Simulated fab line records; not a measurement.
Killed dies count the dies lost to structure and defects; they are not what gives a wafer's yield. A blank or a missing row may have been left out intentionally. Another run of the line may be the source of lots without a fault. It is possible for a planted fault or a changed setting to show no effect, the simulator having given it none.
Check of tool commonality | flow rit-cmos | Lots sampled 13, wafers sampled 39

== WHY IT WAS OPENED ==
1 of 13 lots carry a flag on the reading PSD_TW at RIT_PSD_TW_MEAS_10. Wafers without a fault read 3416, standard deviation 14.
Rule: a lot is flagged when every wafer of it that has a number lies more than 4 standard deviations from that mean, or none has a number. As for the other lots, they are considered sound.

lot  | measured    | on            | PSD_TW, wafer by wafer | flag
L859 | day 3 07:40 | film-metro-02 | 3409 3443 3409         |
L860 | day 3 10:31 | film-metro-04 | 3429 3416 3443         |
L862 | day 3 21:24 | film-metro-02 | 3436 3429 3450         |
L864 | day 4 06:17 | film-metro-02 | 3403 3422 3400         |
L865 | day 4 09:46 | film-metro-03 | 3438 3433 3431         |
L866 | day 4 14:49 | film-metro-03 | 3420 3408 3442         |
L867 | day 5 00:35 | film-metro-03 | 3416 3432 3427         |
L869 | day 5 08:47 | film-metro-02 | 3423 3434 3413         |
L871 | day 5 21:22 | film-metro-03 | 30 30 30               | FLAGGED
L872 | day 6 02:03 | film-metro-03 | 3401 3414 3415         |
L873 | day 6 06:22 | film-metro-03 | 3428 3420 3410         |
L879 | day 7 12:26 | film-metro-02 | 3438 3410 3432         |
L881 | day 7 19:09 | film-metro-03 | 3401 3396 3410         |
The numbers of the flagged lots are 30 on average: -3386 against the usual, or -99 or more standard deviations.

== EACH LOT AND THE TOOL IT RAN ON ==
Before the reading, the record contains 2 process steps out of a 202-step route. Read each cell as the tool, then ch plus the chambers that the sampled wafers visited, then the start.
lot  | flag    | RIT_NRETRO_STRIP_09                 | RIT_PSD_EXPOSE_03
L859 |         | plasma-asher-02 ch 0,1, day 2 10:55 | iline-stepper-02 ch 0, day 3 06:46
L860 |         | plasma-asher-01 ch 0,1, day 2 14:49 | iline-stepper-01 ch 0, day 3 09:36
L862 |         | plasma-asher-03 ch 0,1, day 2 23:15 | iline-stepper-02 ch 0, day 3 20:29
L864 |         | plasma-asher-01 ch 0,1, day 3 08:56 | iline-stepper-02 ch 0, day 4 05:23
L865 |         | plasma-asher-02 ch 0,1, day 3 13:59 | iline-stepper-02 ch 0, day 4 08:52
L866 |         | plasma-asher-02 ch 0,1, day 3 18:58 | iline-stepper-01 ch 0, day 4 13:55
L867 |         | plasma-asher-01 ch 0,1, day 3 22:21 | iline-stepper-01 ch 0, day 4 23:40
L869 |         | plasma-asher-01 ch 0,1, day 4 11:42 | iline-stepper-01 ch 0, day 5 07:52
L871 | FLAGGED | plasma-asher-02 ch 0,1, day 4 22:01 | iline-stepper-01 ch 0, day 5 20:29
L872 |         | plasma-asher-02 ch 0,1, day 5 02:18 | iline-stepper-01 ch 0, day 6 01:08
L873 |         | plasma-asher-01 ch 0,1, day 5 06:54 | iline-stepper-01 ch 0, day 6 05:19
L879 |         | plasma-asher-03 ch 0,1, day 6 15:26 | iline-stepper-01 ch 0, day 7 11:31
L881 |         | plasma-asher-03 ch 0,1, day 6 21:43 | iline-stepper-01 ch 0, day 7 18:16
What these steps do:
- RIT_NRETRO_STRIP_09: strips in O2, time 180 s.
- RIT_PSD_EXPOSE_03: exposes mask M10, target cd 40900 nm.
- RIT_PSD_TW_MEAS_10

== FLAGGED AGAINST TOTAL, ONE TOOL AT A TIME (gauges that did the reading follow at the end) ==
step                | tool             | lots run | flagged | share of the flagged lots | sound lots run after its first flagged lot
RIT_NRETRO_STRIP_09 | plasma-asher-01  | 5        | 0       | none                      | -
RIT_NRETRO_STRIP_09 | plasma-asher-02  | 5        | 1       | all                       | 1 (L872)
RIT_NRETRO_STRIP_09 | plasma-asher-03  | 3        | 0       | none                      | -
RIT_PSD_EXPOSE_03   | iline-stepper-01 | 9        | 1       | all                       | 4 (L872,L873,L879,L881)
RIT_PSD_EXPOSE_03   | iline-stepper-02 | 4        | 0       | none                      | -
RIT_PSD_TW_MEAS_10  | film-metro-02    | 5        | 0       | none                      | -
RIT_PSD_TW_MEAS_10  | film-metro-03    | 7        | 1       | all                       | 3 (L872,L873,L881)
RIT_PSD_TW_MEAS_10  | film-metro-04    | 1        | 0       | none                      | -

== THE TABLE: WHAT IT ALLOWS ==
Every flagged lot was run by 3 rows of the table: plasma-asher-02 at RIT_NRETRO_STRIP_09, iline-stepper-01 at RIT_PSD_EXPOSE_03 and film-metro-03 at RIT_PSD_TW_MEAS_10.
- plasma-asher-02 at RIT_NRETRO_STRIP_09 ran 5 lots, 1 of them flagged. Lots that were sound ran on it after the first flagged one (L872); a persistent fault on the entire tool would not allow that.
- iline-stepper-01 at RIT_PSD_EXPOSE_03 ran 9 lots, 1 of them flagged. Lots that were sound ran on it after the first flagged one (L872, L873, L879, L881); a persistent fault on the entire tool would not allow that.
- film-metro-03 at RIT_PSD_TW_MEAS_10 ran 7 lots, 1 of them flagged. Lots that were sound ran on it after the first flagged one (L872, L873, L881); a persistent fault on the entire tool would not allow that.
Every row of the table either missed a flagged lot or ran a sound lot after the first.

== WHAT THE SIMULATOR HAD INSERTED ==
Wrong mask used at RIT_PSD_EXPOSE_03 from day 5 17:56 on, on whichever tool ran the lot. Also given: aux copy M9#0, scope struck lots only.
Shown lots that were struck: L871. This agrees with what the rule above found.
